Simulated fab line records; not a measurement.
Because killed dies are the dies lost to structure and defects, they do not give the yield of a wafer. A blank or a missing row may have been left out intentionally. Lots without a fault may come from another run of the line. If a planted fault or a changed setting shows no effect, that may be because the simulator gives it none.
Matching of chambers / flow berkeley_cmos170 / UCB170_V1_CMP_02 on cmp-01 has 4 sister chambers
The step polishes SiO2. 7 wafers are shown with their chamber, then 7 later ones without.

== WAFERS, EACH WITH ITS CHAMBER ==
wafer=L676.3; chamber=0; motor_current_A (A)=16.0; slurry_flow_ml_min=149.6
wafer=L676.6; chamber=0; motor_current_A (A)=16.3; slurry_flow_ml_min=150.3
wafer=L675.1; chamber=2; motor_current_A (A)=18.6; slurry_flow_ml_min=149.5
wafer=L675.4; chamber=3; motor_current_A (A)=15.7; slurry_flow_ml_min=150.5
wafer=L675.5; chamber=3; motor_current_A (A)=16.2; slurry_flow_ml_min=150.3
wafer=L677.4; chamber=1; motor_current_A (A)=15.4; slurry_flow_ml_min=150.0
wafer=L677.5; chamber=1; motor_current_A (A)=16.1; slurry_flow_ml_min=149.6

== WAFERS WITHOUT THEIR CHAMBER ==
wafer=L677.6; motor_current_A (A)=17.8; slurry_flow_ml_min=150.3
wafer=L681.1; motor_current_A (A)=17.1; slurry_flow_ml_min=150.3
wafer=L681.3; motor_current_A (A)=15.1; slurry_flow_ml_min=150.6
wafer=L681.6; motor_current_A (A)=16.3; slurry_flow_ml_min=150.0
wafer=L689.2; motor_current_A (A)=17.9; slurry_flow_ml_min=149.8
wafer=L689.4; motor_current_A (A)=17.5; slurry_flow_ml_min=150.5
wafer=L689.6; motor_current_A (A)=15.9; slurry_flow_ml_min=149.8

== EACH ONE'S CHAMBER ==
wafer=L677.6; from the rows above=can't be placed: 2 or 0 or 3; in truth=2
wafer=L681.1; from the rows above=can't be placed: 0 or 3 or 1 or 2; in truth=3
wafer=L681.3; from the rows above=can't be placed: 3 or 1 or 0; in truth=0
wafer=L681.6; from the rows above=can't be placed: 0 or 3 or 1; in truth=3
wafer=L689.2; from the rows above=2; in truth=2
wafer=L689.4; from the rows above=can't be placed: 0 or 2 or 3 or 1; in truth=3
wafer=L689.6; from the rows above=can't be placed: 1 or 0 or 3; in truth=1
1 of 7 placed correctly. Cannot be placed on the basis of these rows: 6; the candidates contain the true chamber in 6. 0 placed wrongly.
How it was worked out, from the rows above alone: a wafer's distance from a chamber is the root of the sum, over the readings, of the square of ((its reading less the chamber's mean) divided by the reading's scatter). If the next closest chamber is less than 2 further off than the closest, the wafer can't be placed; otherwise it belongs to the closest. The mean given for a chamber averages the wafers shown for that chamber. The scatter: take each reading less its chamber's mean, square it, sum over the shown wafers, divide by the number of wafers less the number of chambers, and take the root.
